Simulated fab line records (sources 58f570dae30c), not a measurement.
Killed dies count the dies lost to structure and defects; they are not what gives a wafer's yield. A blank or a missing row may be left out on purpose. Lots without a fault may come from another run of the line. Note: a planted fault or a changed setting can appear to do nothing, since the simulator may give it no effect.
Which tool is to blame? / flow berkeley-cmos170 / 41 wafers from 14 lots sampled at 3 of the route's 331 steps

## WHAT THE GAUGES SHOWED, per wafer
UCB170_PLDD_TW_MEAS_11.
lot=L463; measured=day 7 16:29; on=film-metro-03; PLDD_TW=1010 1002 1001
lot=L469; measured=day 8 05:04; on=film-metro-02; PLDD_TW=1012 1017 1013
lot=L466; measured=day 8 05:20; on=film-metro-02; PLDD_TW=1015 1014 1011
lot=L468; measured=day 8 05:37; on=film-metro-01; PLDD_TW=1001 1003 1005
lot=L465; measured=day 8 05:43; on=film-metro-01; PLDD_TW=998 1004 1006
lot=L472; measured=day 8 20:59; on=film-metro-02; PLDD_TW=1012 1013 1013
lot=L470; measured=day 8 21:05; on=film-metro-02; PLDD_TW=1018 1012 1011
lot=L475; measured=day 9 16:26; on=film-metro-01; PLDD_TW=1001 999 996
lot=L474; measured=day 9 16:59; on=film-metro-01; PLDD_TW=997 993 1003
lot=L479; measured=day 10 09:54; on=film-metro-03; PLDD_TW=900 898
lot=L480; measured=day 10 10:28; on=film-metro-02; PLDD_TW=907 906 911
lot=L483; measured=day 11 01:11; on=film-metro-03; PLDD_TW=1000 1007 1003
lot=L484; measured=day 11 01:47; on=film-metro-02; PLDD_TW=1011 1008 1007
lot=L485; measured=day 11 14:22; on=film-metro-03; PLDD_TW=1012 1008 1002

UCB170_SDANNEAL_RS_MEAS_04: a four-point-probe measurement.
lot=L463; measured=day 8 03:59; on=film-metro-03; PLDD_RS (ohm/sq)=1035.6 1031.1 1034.5
lot=L469; measured=day 8 17:32; on=film-metro-02; PLDD_RS (ohm/sq)=1035.8 1030.9 1030.0
lot=L466; measured=day 8 17:43; on=film-metro-03; PLDD_RS (ohm/sq)=1035.9 1033.0 1034.2
lot=L468; measured=day 8 18:05; on=film-metro-02; PLDD_RS (ohm/sq)=1036.0 1034.6 1035.0
lot=L465; measured=day 8 18:07; on=film-metro-01; PLDD_RS (ohm/sq)=1033.3 1032.4 1036.7
lot=L472; measured=day 9 11:13; on=film-metro-02; PLDD_RS (ohm/sq)=1031.1 1031.3 1035.8
lot=L470; measured=day 9 11:23; on=film-metro-01; PLDD_RS (ohm/sq)=1033.4 1034.3 1034.8
lot=L475; measured=day 10 08:08; on=film-metro-03; PLDD_RS (ohm/sq)=1031.3 1030.2 1030.7
lot=L474; measured=day 10 07:58; on=film-metro-02; PLDD_RS (ohm/sq)=1030.9 1034.1 1030.7
lot=L479; measured=day 11 00:32; on=film-metro-01; PLDD_RS (ohm/sq)=1346.1 1354.1
lot=L480; measured=day 11 01:01; on=film-metro-02; PLDD_RS (ohm/sq)=1351.9 1354.9 1358.4
lot=L483; measured=day 11 17:36; on=film-metro-03; PLDD_RS (ohm/sq)=1032.0 1031.2 1032.0
lot=L484; measured=day 11 16:56; on=film-metro-02; PLDD_RS (ohm/sq)=1031.7 1032.1 1032.1
lot=L485; measured=day 12 07:14; on=film-metro-02; PLDD_RS (ohm/sq)=1028.4 1030.5 1031.7

## WHAT TOOL EACH LOT RAN ON (gives the tool, then ch and the chambers of the sampled wafers, and finally the start)
lot=L463; UCB170_PLDD_IMPLANT_09=implanter-02 ch 0, day 7 16:14
lot=L469; UCB170_PLDD_IMPLANT_09=implanter-02 ch 0, day 8 04:49
lot=L466; UCB170_PLDD_IMPLANT_09=implanter-03 ch 0, day 8 05:05
lot=L468; UCB170_PLDD_IMPLANT_09=implanter-02 ch 0, day 8 05:22
lot=L465; UCB170_PLDD_IMPLANT_09=implanter-01 ch 0, day 8 05:28
lot=L472; UCB170_PLDD_IMPLANT_09=implanter-01 ch 0, day 8 20:46
lot=L470; UCB170_PLDD_IMPLANT_09=implanter-02 ch 0, day 8 20:51
lot=L475; UCB170_PLDD_IMPLANT_09=implanter-03 ch 0, day 9 16:11
lot=L474; UCB170_PLDD_IMPLANT_09=implanter-01 ch 0, day 9 16:46
lot=L479; UCB170_PLDD_IMPLANT_09=implanter-02 ch 0, day 10 09:39
lot=L480; UCB170_PLDD_IMPLANT_09=implanter-02 ch 0, day 10 10:14
lot=L483; UCB170_PLDD_IMPLANT_09=implanter-01 ch 0, day 11 00:56
lot=L484; UCB170_PLDD_IMPLANT_09=implanter-03 ch 0, day 11 01:32
lot=L485; UCB170_PLDD_IMPLANT_09=implanter-01 ch 0, day 11 14:08
- UCB170_PLDD_IMPLANT_09

## WHAT THE TOOLS THEMSELVES READ (means of the sampled wafers that have a number; where no wafer has one, the mark that the record gives instead)
UCB170_PLDD_IMPLANT_09.
lot=L463 tool=implanter-02 dose-ions-cm2=5e+13 faraday-current-uA=153.8
lot=L469 tool=implanter-02 dose-ions-cm2=5e+13 faraday-current-uA=162.4
lot=L466 tool=implanter-03 dose-ions-cm2=5e+13 faraday-current-uA=155.2
lot=L468 tool=implanter-02 dose-ions-cm2=5e+13 faraday-current-uA=156.8
lot=L465 tool=implanter-01 dose-ions-cm2=5e+13 faraday-current-uA=157.9
lot=L472 tool=implanter-01 dose-ions-cm2=5e+13 faraday-current-uA=160.4
lot=L470 tool=implanter-02 dose-ions-cm2=5e+13 faraday-current-uA=157.3
lot=L475 tool=implanter-03 dose-ions-cm2=5e+13 faraday-current-uA=156.8
lot=L474 tool=implanter-01 dose-ions-cm2=5e+13 faraday-current-uA=156.9
lot=L479 tool=implanter-02 dose-ions-cm2=2e+13 faraday-current-uA=65.7
lot=L480 tool=implanter-02 dose-ions-cm2=2e+13 faraday-current-uA=67.3
lot=L483 tool=implanter-01 dose-ions-cm2=5e+13 faraday-current-uA=161.0
lot=L484 tool=implanter-03 dose-ions-cm2=5e+13 faraday-current-uA=157.1
lot=L485 tool=implanter-01 dose-ions-cm2=5e+13 faraday-current-uA=157.8

## THE ANSWER, worked out from the rows above alone
Rule: the lots themselves supply what counts as usual. Put in order of their means at a reading, lots are off if they are a third of the lots or fewer, leave a main group of 4 or more, and stand apart from it by a gap of 3 or more times the standard deviation of the main group's means; of several such gaps the widest counts. Not used: any main group whose means are identical at the precision the tables above print for the reading. A lot without any number at a reading at which 4 lots or more have one is off too. Where the step has rows for the other lots, those lots are counted as sound. The gauges are gone through in route order, then the tools' own readings, and for those a lot's mean is taken as printed above. At the first step where some lot is off, the reading lying furthest off is the one used; lots without a number count as furthest.
Off: L479, L480, at UCB170_PLDD_TW_MEAS_11 (PLDD_TW). Main group: mean 1007, sd 5.6.
If a tool, at a process step before that reading, ran all the lots that are off and no sound lot after the first of them, it fits. The gauges at UCB170_PLDD_TW_MEAS_11 aren't tried: what is off there is off at UCB170_PLDD_IMPLANT_09 too, on other tools, and a gauge's error can't cause that. One fits: implanter-02 at UCB170_PLDD_IMPLANT_09. Its last sound lot is L470 (day 8 20:51), its first lot that is off L479 (day 10 09:39): a fault that began between those two fits.
The tool's own readings at UCB170_PLDD_IMPLANT_09 bear it out: on the lots that are off they differ by more than 5 times the standard deviation of the sound lots' means. dose-ions-cm2 reads 2e+13 there against 5e+13 on the sound lots; faraday-current-uA reads 66.5 there against 157.8 on the sound lots.

## WHAT WAS PUT IN BY THE SIMULATOR
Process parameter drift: implanter-02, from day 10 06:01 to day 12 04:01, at UCB170_PLDD_IMPLANT_09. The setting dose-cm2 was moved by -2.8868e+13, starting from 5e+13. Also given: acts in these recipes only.
Lots struck among those shown: L479, L480. The rule given above showed the same thing.
